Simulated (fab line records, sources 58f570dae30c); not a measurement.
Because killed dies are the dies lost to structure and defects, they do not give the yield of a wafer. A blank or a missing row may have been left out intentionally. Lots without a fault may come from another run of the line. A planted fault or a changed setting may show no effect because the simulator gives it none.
Split-lot trial :: flow berkeley-cmos170 :: 23 wafers read across 5 lots, on a route 331 steps long

THE SPLIT
At UCB170_NLDD_COAT_01 (resist thk 900 nm), the setting resist-thk-nm was moved away from the recipe's 900 nm on 6 of the 23 wafers read, by -5.0% to +4.5%. This setting was run at the recipe's value on the other wafers.

The reading is taken at the split's own step.

THE READING
KrF_of_NLDD_COAT_01.thk-nm (the simulator's own value, which no gauge read), in nm, at UCB170_NLDD_COAT_01 (resist thk 900 nm). No usual value for it is given in the file. Here, 17 wafers ran the recipe; their average is 900.0 nm with a standard deviation of 3 nm.

wafer: L075.1
tool, chamber at the split: litho-track-03, 0
resist-thk-nm as run, nm: 922.9
against the recipe: +2.5%
KrF_of_NLDD_COAT_01.thk-nm, nm: 923.9
against lot-mates on the recipe: +24.4

wafer: L075.2
tool, chamber at the split: litho-track-03, 0
resist-thk-nm as run, nm: 900
against the recipe: recipe
KrF_of_NLDD_COAT_01.thk-nm, nm: 897
against lot-mates on the recipe: -

wafer: L075.3
tool, chamber at the split: litho-track-03, 0
resist-thk-nm as run, nm: 922.9
against the recipe: +2.5%
KrF_of_NLDD_COAT_01.thk-nm, nm: 926.8
against lot-mates on the recipe: +27.3

wafer: L075.4
tool, chamber at the split: litho-track-03, 0
resist-thk-nm as run, nm: 900
against the recipe: recipe
KrF_of_NLDD_COAT_01.thk-nm, nm: 900.4
against lot-mates on the recipe: -

wafer: L075.5
tool, chamber at the split: litho-track-03, 0
resist-thk-nm as run, nm: 900
against the recipe: recipe
KrF_of_NLDD_COAT_01.thk-nm, nm: 901.1
against lot-mates on the recipe: -

wafer: L074.2
tool, chamber at the split: litho-track-02, 0
resist-thk-nm as run, nm: 940.3
against the recipe: +4.5%
KrF_of_NLDD_COAT_01.thk-nm, nm: 935.3
against lot-mates on the recipe: +38.1

wafer: L074.3
tool, chamber at the split: litho-track-02, 0
resist-thk-nm as run, nm: 900
against the recipe: recipe
KrF_of_NLDD_COAT_01.thk-nm, nm: 896.8
against lot-mates on the recipe: -

wafer: L074.4
tool, chamber at the split: litho-track-02, 0
resist-thk-nm as run, nm: 900
against the recipe: recipe
KrF_of_NLDD_COAT_01.thk-nm, nm: 898.5
against lot-mates on the recipe: -

wafer: L074.5
tool, chamber at the split: litho-track-02, 0
resist-thk-nm as run, nm: 940.3
against the recipe: +4.5%
KrF_of_NLDD_COAT_01.thk-nm, nm: 936.6
against lot-mates on the recipe: +39.4

wafer: L074.6
tool, chamber at the split: litho-track-02, 0
resist-thk-nm as run, nm: 900
against the recipe: recipe
KrF_of_NLDD_COAT_01.thk-nm, nm: 896.2
against lot-mates on the recipe: -

wafer: L077.1
tool, chamber at the split: litho-track-02, 0
resist-thk-nm as run, nm: 900
against the recipe: recipe
KrF_of_NLDD_COAT_01.thk-nm, nm: 898.1
against lot-mates on the recipe: -

wafer: L077.2
tool, chamber at the split: litho-track-02, 0
resist-thk-nm as run, nm: 900
against the recipe: recipe
KrF_of_NLDD_COAT_01.thk-nm, nm: 899.4
against lot-mates on the recipe: -

wafer: L077.3
tool, chamber at the split: litho-track-02, 0
resist-thk-nm as run, nm: 900
against the recipe: recipe
KrF_of_NLDD_COAT_01.thk-nm, nm: 897
against lot-mates on the recipe: -

wafer: L077.4
tool, chamber at the split: litho-track-02, 0
resist-thk-nm as run, nm: 900
against the recipe: recipe
KrF_of_NLDD_COAT_01.thk-nm, nm: 899.5
against lot-mates on the recipe: -

wafer: L077.6
tool, chamber at the split: litho-track-02, 0
resist-thk-nm as run, nm: 900
against the recipe: recipe
KrF_of_NLDD_COAT_01.thk-nm, nm: 899.8
against lot-mates on the recipe: -

wafer: L076.1
tool, chamber at the split: litho-track-03, 0
resist-thk-nm as run, nm: 900
against the recipe: recipe
KrF_of_NLDD_COAT_01.thk-nm, nm: 906
against lot-mates on the recipe: -

wafer: L076.2
tool, chamber at the split: litho-track-03, 0
resist-thk-nm as run, nm: 854.7
against the recipe: -5.0%
KrF_of_NLDD_COAT_01.thk-nm, nm: 858.5
against lot-mates on the recipe: -47.3

wafer: L076.3
tool, chamber at the split: litho-track-03, 0
resist-thk-nm as run, nm: 854.7
against the recipe: -5.0%
KrF_of_NLDD_COAT_01.thk-nm, nm: 859.5
against lot-mates on the recipe: -46.3

wafer: L076.5
tool, chamber at the split: litho-track-03, 0
resist-thk-nm as run, nm: 900
against the recipe: recipe
KrF_of_NLDD_COAT_01.thk-nm, nm: 906.9
against lot-mates on the recipe: -

wafer: L076.6
tool, chamber at the split: litho-track-03, 0
resist-thk-nm as run, nm: 900
against the recipe: recipe
KrF_of_NLDD_COAT_01.thk-nm, nm: 904.5
against lot-mates on the recipe: -

wafer: L079.2
tool, chamber at the split: litho-track-02, 0
resist-thk-nm as run, nm: 900
against the recipe: recipe
KrF_of_NLDD_COAT_01.thk-nm, nm: 900.1
against lot-mates on the recipe: -

wafer: L079.4
tool, chamber at the split: litho-track-02, 0
resist-thk-nm as run, nm: 900
against the recipe: recipe
KrF_of_NLDD_COAT_01.thk-nm, nm: 899.5
against lot-mates on the recipe: -

wafer: L079.6
tool, chamber at the split: litho-track-02, 0
resist-thk-nm as run, nm: 900
against the recipe: recipe
KrF_of_NLDD_COAT_01.thk-nm, nm: 899.7
against lot-mates on the recipe: -

FIT RESULTS
A straight line over all 23 wafers: KrF_of_NLDD_COAT_01.thk-nm changes by +8.31 nm for each +1% of resist-thk-nm; r = +0.99; the points scatter about the line by 3.1 nm.
The same after taking each lot's own level away (the mean of its wafers on the recipe; 23 wafers): +9.16 nm for each +1%; r = +1.00; scatter 1.6 nm.
Per that fit: largest resist-thk-nm move, reading shift of 46 nm.
From 897.17 to 905.80 nm: that is the span of the lots' own levels, equal to 2.9 times the standard deviation above.
Hence the lot-to-lot level has little effect on the slope; both slopes agree.
Check: -45.6 nm against its lot-mates is what the line predicts for one of the wafers moved furthest among these (-5.0%) when that wafer is left out of the fit. Against them it came out at -47.3 nm.

OTHER SPLITS APPLIED TO THESE WAFERS
Note: prior to the reading, these wafers also went through further splits. Each is held against what the fit with the lots' levels taken away leaves over:
other split on the same wafers: UCB170_START_OXIDATION_02 ox-time-s
wafers away from the commonest value: 18
r with KrF_of_NLDD_COAT_01.thk-nm (lot level and that fit taken away): +0.07

other split on the same wafers: UCB170_NWELL_ETCH_13 time-s
wafers away from the commonest value: 5
r with KrF_of_NLDD_COAT_01.thk-nm (lot level and that fit taken away): -0.11

other split on the same wafers: UCB170_PWELL_COAT_08 spin-rpm
wafers away from the commonest value: 7
r with KrF_of_NLDD_COAT_01.thk-nm (lot level and that fit taken away): +0.06

other split on the same wafers: UCB170_PWELL_ETCH_14 rf-w
wafers away from the commonest value: 8
r with KrF_of_NLDD_COAT_01.thk-nm (lot level and that fit taken away): +0.18

other split on the same wafers: UCB170_ACTIVE_EXPOSE_10 dose-mj
wafers away from the commonest value: 8
r with KrF_of_NLDD_COAT_01.thk-nm (lot level and that fit taken away): +0.09

other split on the same wafers: UCB170_ACTIVE_ETCH_15 rf-w
wafers away from the commonest value: 8
r with KrF_of_NLDD_COAT_01.thk-nm (lot level and that fit taken away): +0.30

other split on the same wafers: UCB170_PFIELD_IMPLANT_07 energy-kev
wafers away from the commonest value: 4
r with KrF_of_NLDD_COAT_01.thk-nm (lot level and that fit taken away): +0.04

THE WHOLE CHAIN: every reading that the file lists as answering this split, in the file's order
step: UCB170_NLDD_COAT_01
what it does: resist thk 900 nm
reading: KrF_of_NLDD_COAT_01.thk-nm (the simulator's own value, which no gauge read)
change (the file's fit): +9.16 nm for each +1% of the setting
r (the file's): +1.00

step: UCB170_NLDD_STRIP_10
what it does: strips in O2
reading: strip-time-to-endpoint-s
change (the file's fit): withheld for each +1% of the setting
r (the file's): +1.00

FILE'S OWN FIT
KrF_of_NLDD_COAT_01.thk-nm changes by +9.16 nm for each +1% of resist-thk-nm, r = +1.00.
